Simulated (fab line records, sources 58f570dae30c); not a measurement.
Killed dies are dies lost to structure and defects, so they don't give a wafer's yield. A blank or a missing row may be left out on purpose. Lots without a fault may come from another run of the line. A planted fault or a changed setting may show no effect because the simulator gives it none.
Tool commonality check | flow berkeley_cmos170 | 14 lots, 42 wafers sampled

WHY IT WAS OPENED
At UCB170_PFIELD_TW_MEAS_09 the reading PFIELD_TW is flagged on 2 of 14 lots. Wafers without a fault read 603, standard deviation 3.1.
Rule: a lot is flagged when every wafer of it that has a number lies more than 4 standard deviations from that mean, or none has a number. The other lots count as sound.

lot  | measured    | on            | PFIELD_TW, wafer by wafer | flag
L553 | day 4 12:47 | film_metro-03 | 606 608 606               |
L555 | day 5 00:04 | film_metro-03 | 605 604 603               |
L558 | day 5 08:07 | film_metro-03 | 608 601 602               |
L557 | day 5 08:18 | film_metro-01 | 601 598 602               |
L559 | day 5 17:45 | film_metro-01 | 601 602 599               |
L560 | day 6 00:50 | film_metro-04 | 604 599 603               |
L563 | day 7 01:34 | film_metro-01 | 600 601 599               |
L565 | day 7 02:05 | film_metro-03 | 455 453 458               | FLAGGED
L568 | day 7 20:43 | film_metro-03 | 608 604 608               |
L569 | day 8 02:46 | film_metro-04 | 453 450 451               | FLAGGED
L573 | day 8 16:01 | film_metro-04 | 594 596 598               |
L571 | day 8 16:14 | film_metro-03 | 603 600 602               |
L570 | day 8 16:32 | film_metro-03 | 604 604 603               |
L574 | day 9 00:43 | film_metro-04 | 601 602 602               |
The numbers of the flagged lots are 453 on average: -150 against the usual, or -48 standard deviations.

WHICH TOOL RAN EACH LOT
The record holds 3 process steps before the reading, out of a route of 331 steps. In each cell: the tool, then ch and the chambers that the sampled wafers went through, then the start.
lot  | flag    | UCB170_PWELL_ETCH_14              | UCB170_PFIELD_IMPLANT_07       | UCB170_PFIELD_STRIP_08
L553 |         | rie_diel-03 ch 0,1, day 3 05:50   | implanter-01 ch 0, day 4 12:32 | plasma_asher-03 ch 0,1, day 4 12:41
L555 |         | rie_diel-03 ch 1,2,3, day 3 16:31 | implanter-01 ch 0, day 4 23:50 | plasma_asher-04 ch 0,1, day 4 23:58
L558 |         | rie_diel-03 ch 0,1,3, day 4 03:01 | implanter-02 ch 0, day 5 07:53 | plasma_asher-03 ch 0,1, day 5 08:01
L557 |         | rie_diel-01 ch 0,3, day 4 02:46   | implanter-04 ch 0, day 5 08:04 | plasma_asher-03 ch 0,1, day 5 08:11
L559 |         | rie_diel-02 ch 0,2, day 4 12:17   | implanter-01 ch 0, day 5 17:30 | plasma_asher-04 ch 0,1, day 5 17:39
L560 |         | rie_diel-01 ch 2,3, day 4 17:40   | implanter-01 ch 0, day 6 00:35 | plasma_asher-04 ch 0,1, day 6 00:44
L563 |         | rie_diel-01 ch 0,2, day 5 10:08   | implanter-02 ch 0, day 7 01:20 | plasma_asher-01 ch 1, day 7 01:27
L565 | FLAGGED | rie_diel-02 ch 0,1,3, day 5 17:53 | implanter-01 ch 0, day 7 01:50 | plasma_asher-03 ch 0,1, day 7 01:59
L568 |         | rie_diel-02 ch 0,1,2, day 6 06:34 | implanter-02 ch 0, day 7 20:29 | plasma_asher-01 ch 0,1, day 7 20:37
L569 | FLAGGED | rie_diel-03 ch 0,2,3, day 6 12:37 | implanter-01 ch 0, day 8 02:31 | plasma_asher-01 ch 0,1, day 8 02:40
L573 |         | rie_diel-02 ch 1,2,3, day 7 11:29 | implanter-04 ch 0, day 8 15:46 | plasma_asher-03 ch 0,1, day 8 15:54
L571 |         | rie_diel-02 ch 0,1,2, day 7 04:25 | implanter-02 ch 0, day 8 15:59 | plasma_asher-04 ch 0,1, day 8 16:08
L570 |         | rie_diel-03 ch 0,2, day 7 04:53   | implanter-04 ch 0, day 8 16:17 | plasma_asher-03 ch 0,1, day 8 16:25
L574 |         | rie_diel-01 ch 0,2, day 7 20:49   | implanter-04 ch 0, day 9 00:28 | plasma_asher-03 ch 0,1, day 9 00:37
What these steps do:
- UCB170_PWELL_ETCH_14: etches Si3N4 in CH3F/Ar/O2, stops on SiO2, target depth 242 nm, time 151 s.
- UCB170_PFIELD_IMPLANT_07
- UCB170_PFIELD_STRIP_08: strips in O2.
- UCB170_PFIELD_TW_MEAS_09

FLAGGED OVER TOTAL, TOOL BY TOOL (the gauges that took the reading come last)
step                     | tool            | lots run | flagged | share of the flagged lots | sound lots run after its first flagged lot
UCB170_PWELL_ETCH_14     | rie_diel-01     | 4        | 0       | none                      | -
UCB170_PWELL_ETCH_14     | rie_diel-02     | 5        | 1       | some                      | 3 (L568,L571,L573)
UCB170_PWELL_ETCH_14     | rie_diel-03     | 5        | 1       | some                      | 1 (L570)
UCB170_PFIELD_IMPLANT_07 | implanter-01    | 6        | 2       | all                       | 0
UCB170_PFIELD_IMPLANT_07 | implanter-02    | 4        | 0       | none                      | -
UCB170_PFIELD_IMPLANT_07 | implanter-04    | 4        | 0       | none                      | -
UCB170_PFIELD_STRIP_08   | plasma_asher-01 | 3        | 1       | some                      | 0
UCB170_PFIELD_STRIP_08   | plasma_asher-03 | 7        | 1       | some                      | 3 (L573,L570,L574)
UCB170_PFIELD_STRIP_08   | plasma_asher-04 | 4        | 0       | none                      | -
UCB170_PFIELD_TW_MEAS_09 | film_metro-01   | 3        | 0       | none                      | -
UCB170_PFIELD_TW_MEAS_09 | film_metro-03   | 7        | 1       | some                      | 3 (L568,L571,L570)
UCB170_PFIELD_TW_MEAS_09 | film_metro-04   | 4        | 1       | some                      | 2 (L573,L574)

WHAT THE TABLE ALLOWS
1 row of the table ran every flagged lot: implanter-01 at UCB170_PFIELD_IMPLANT_07.
- implanter-01 at UCB170_PFIELD_IMPLANT_07: 2 of its 6 lots flagged. Its last sound lot is L560 (day 6 00:35), its first flagged lot L565 (day 7 01:50): a fault that began between those two fits. Its own readings lie more than 4 standard deviations out on every wafer of the flagged lots: dose_ions_cm2, faraday_current_uA.
One tool is left: implanter-01 at UCB170_PFIELD_IMPLANT_07.

WHAT THE SIMULATOR HAD PUT IN
Process parameter drift: implanter-01, from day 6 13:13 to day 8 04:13, at UCB170_PFIELD_IMPLANT_07. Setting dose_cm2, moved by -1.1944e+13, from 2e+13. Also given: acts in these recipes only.
Lots struck among those shown: L565, L569. The rule above found the same.
